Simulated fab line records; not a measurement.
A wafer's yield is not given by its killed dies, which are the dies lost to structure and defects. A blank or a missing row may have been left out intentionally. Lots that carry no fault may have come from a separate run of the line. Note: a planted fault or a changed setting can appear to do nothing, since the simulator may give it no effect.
One fault through the eyes of 2 desks | flow berkeley-cmos170 | each desk holds nothing but its own numbers, with what lay behind them at the end

== THE METROLOGY DESK ==
Means of the sampled wafers that have a number, per lot and without regard to the tool the lot ran on: this is what the gauges read. A lot is out of limits, marked OUT, if its mean lies more than 4 standard deviations from the usual mean; the brackets give that distance.
Columns: A = SCREENOX_OXIDE_THK at UCB170_SCREENOX_THK_MEAS_02, usual 14.35 nm; B = FIELD_OXIDE_LEFT_2_THK at UCB170_FIELD_THK_MEAS_91, usual 347 nm; C = GATE_OVL at UCB170_GATE_OVL_MEAS_13, usual 2 nm; D = cd-nm at UCB170_GATE_CD_MEAS_90, usual 349.8 nm
lot  | first seen here | A     | B   | C  | D
L889 | day 5 17:11     | 14.29 | 349 | 5  | 349.9
L892 | day 6 21:35     | 14.37 | 374 | -2 | 349.8
L894 | day 6 21:35     | 14.51 | 385 | -2 | 350.6
L893 | day 6 21:36     | 14.23 | 362 | 2  | 350.0
L891 | day 6 21:38     | 14.33 | 391 | -4 | 348.0
L895 | day 7 06:02     | 14.31 | 356 | 5  | 348.6
L897 | day 7 18:52     | 14.39 | 345 | 1  | 351.6
L899 | day 7 18:52     | 14.14 | 339 | 4  | 349.1
L903 | day 8 18:25     | 14.28 | 341 | 5  | 350.1
L904 | day 8 18:26     | 14.40 | 343 | 6  | 350.0
L905 | day 8 18:26     | 14.20 | 342 | 1  | 349.3
L906 | day 9 11:17     | 14.26 | 351 | 1  | 348.4
L907 | day 9 11:22     | 14.54 | 365 | -1 | 350.8
L908 | day 9 11:23     | 14.10 | 334 | 4  | 348.8
L910 | day 10 05:43    | 14.79 | 372 | 3  | 351.0
Result from this desk: across the 15 lots, nothing is out of limits.

== FOR THE TOOL OWNER'S DESK: wet-bench-02 ==
The tool's own readings at UCB170_GATE_WET_ETCH_00 (etches SiO2 in dHF, time 200 s): means of the sampled wafers that have a number, for each lot that ran on this tool. A lot is out of limits, marked OUT, if its mean lies more than 4 standard deviations from the usual mean; the brackets give that distance.
Columns: A = bath-heat-duty-pct at UCB170_GATE_WET_ETCH_00, usual 6.6 %; B = run-length-s at UCB170_GATE_WET_ETCH_00, usual 229 s
lot  | first seen here | A   | B
L893 | day 7 05:07     | 7.5 | 232
L895 | day 7 13:41     | 6.4 | 235
L899 | day 8 02:56     | 7.5 | 225
L897 | day 8 03:17     | 7.2 | 226
L907 | day 9 20:01     | 7.2 | 225
L908 | day 9 20:01     | 7.0 | 224
L906 | day 9 20:24     | 6.4 | 225
L910 | day 10 13:37    | 6.7 | 225
Result from this desk: across the 8 lots, nothing is out of limits.

== PUT TOGETHER ==
At the metrology desk, nothing out of limits was observed.
Nothing out of limits was seen by the tool owner's desk.

== WHAT THE SIMULATOR PUT IN ==
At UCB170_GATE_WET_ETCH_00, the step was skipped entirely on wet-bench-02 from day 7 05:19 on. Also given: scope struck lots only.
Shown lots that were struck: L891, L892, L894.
